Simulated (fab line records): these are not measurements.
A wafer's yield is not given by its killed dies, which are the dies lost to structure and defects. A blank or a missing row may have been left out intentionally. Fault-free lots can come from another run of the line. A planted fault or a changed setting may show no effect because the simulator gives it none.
Split-lot study ; flow berkeley_cmos170 ; 5 lots, 27 wafers read, on a route of 331 steps

THE SPLIT
At UCB170_FIELD_OXIDATION_01 (target thk 558.3 nm, ox time 7200 s), the setting ox_time_s was moved away from the recipe's 7200 s on 6 of the 27 wafers read, by +17.5%. This setting was run at the recipe's value on the other wafers.

FROM THE SPLIT TO THE READING: what the file shows between them, 5 steps
- UCB170_FIELD_THK_MEAS_02
- UCB170_FIELD_ANNEAL_03: time 1200 s
- UCB170_FIELD_WET_ETCH_04: etches SiO2 in dHF, time 60 s
- UCB170_FIELD_WET_ETCH_05: etches Si3N4 in H3PO4, time 12600 s
- UCB170_FIELD_WET_ETCH_06: etches SiO2 in BOE, time 22 s

THE READING
At UCB170_FIELD_THK_MEAS_90: FIELD_OXIDE_LEFT_1_THK, given in nm. A value of 436 nm with a standard deviation of 9.2 nm is what fault-free wafers of this fab line usually give.

wafer;tool, chamber at the split;ox_time_s as run, s;against the recipe;FIELD_OXIDE_LEFT_1_THK, nm;against lot-mates on the recipe
L075.2;furnace-03, 0;7200;recipe;442;-
L075.4;furnace-03, 0;7200;recipe;450;-
L075.6;furnace-03, 0;7200;recipe;444;-
L081.1;-, -;7200;recipe;420;-
L081.2;-, -;7200;recipe;411;-
L081.3;-, -;7200;recipe;427;-
L081.4;-, -;7200;recipe;417;-
L081.5;-, -;7200;recipe;423;-
L081.6;-, -;7200;recipe;423;-
L083.1;-, -;7200;recipe;432;-
L083.2;-, -;7200;recipe;434;-
L083.3;-, -;7200;recipe;430;-
L083.4;-, -;7200;recipe;422;-
L083.5;-, -;7200;recipe;425;-
L083.6;-, -;7200;recipe;431;-
L084.1;-, -;7200;recipe;430;-
L084.2;-, -;7200;recipe;442;-
L084.3;-, -;7200;recipe;436;-
L084.4;-, -;7200;recipe;443;-
L084.5;-, -;7200;recipe;434;-
L084.6;-, -;7200;recipe;440;-
L085.1;-, -;8458;+17.5%;498;no lot-mate on the recipe
L085.2;-, -;8458;+17.5%;503;no lot-mate on the recipe
L085.3;-, -;8458;+17.5%;497;no lot-mate on the recipe
L085.4;-, -;8458;+17.5%;506;no lot-mate on the recipe
L085.5;-, -;8458;+17.5%;496;no lot-mate on the recipe
L085.6;-, -;8458;+17.5%;503;no lot-mate on the recipe

FIT RESULTS
A straight line over all 27 wafers: FIELD_OXIDE_LEFT_1_THK changes by +3.96 nm for each +1% of ox_time_s; r = +0.96; the points scatter about the line by 9.2 nm.
Too few moved wafers with a lot-mate on the recipe to fit a line net of each lot's own level.

THE WHOLE CHAIN: every reading that the file lists as answering this split, in the file's order
step;what it does;reading;change (the file's fit);r (the file's)
UCB170_FIELD_OXIDATION_01;target thk 558.3 nm, ox time 7200 s;SiO2_of_FIELD_OXIDATION_01.thk_nm (the simulator's own value, which no gauge read);+4.03 nm for each +1% of the setting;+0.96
UCB170_FIELD_THK_MEAS_02;;FIELD_OXIDE_THK;+4.02 for each +1% of the setting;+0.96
UCB170_FIELD_THK_MEAS_90;;FIELD_OXIDE_LEFT_1_THK;+3.97 for each +1% of the setting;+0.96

FILE'S OWN FIT
FIELD_OXIDE_LEFT_1_THK changes by +3.97 nm for each +1% of ox_time_s, r = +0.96.
